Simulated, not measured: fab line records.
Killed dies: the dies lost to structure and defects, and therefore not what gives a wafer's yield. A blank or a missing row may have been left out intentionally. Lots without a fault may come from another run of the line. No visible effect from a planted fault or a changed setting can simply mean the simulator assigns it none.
Chamber matching    flow berkeleyCmos170    pecvd-01 running UCB170_V2_CVD_00: 3 sister chambers
The step deposits SiO2 from TEOS/O2, target thk 2000 nm, time 250 s. 6 wafers are shown with their chamber, then 7 later ones without.

== WAFERS PAIRED WITH THEIR CHAMBERS ==
wafer   chamber  heaterPowerW (W)
L620.2  0        255
L620.6  0        187
L622.4  2        285
L622.5  1        231
L628.2  1        288
L628.3  2        213

== WAFERS MISSING THEIR CHAMBER ==
wafer   heaterPowerW (W)
L628.4  232
L629.1  208
L629.2  315
L629.5  267
L630.1  238
L630.2  298
L630.3  267

== THE CHAMBER EACH PASSED THROUGH ==
wafer   from the rows above           in truth
L628.4  can't be placed: 0 or 2 or 1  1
L629.1  can't be placed: 0 or 2 or 1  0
L629.2  can't be placed: 1 or 2 or 0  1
L629.5  can't be placed: 1 or 2 or 0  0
L630.1  can't be placed: 2 or 0 or 1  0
L630.2  can't be placed: 1 or 2 or 0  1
L630.3  can't be placed: 1 or 2 or 0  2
Correctly placed: 0 of 7. These rows do not allow placing 7 (true chamber among the candidates in 7). Wrongly placed: 0.
How it was worked out, from the rows above alone: a wafer's distance from a chamber is the root of the sum, over the readings, of the square of ((its reading less the chamber's mean) divided by the reading's scatter). The wafer belongs to the nearest chamber; if the next one is less than 2 further off, it can't be placed. Each chamber's mean is taken over the wafers shown for it. The scatter: the root of (the sum of the squares of (reading less its chamber's mean) over the shown wafers, divided by (wafers less chambers)).
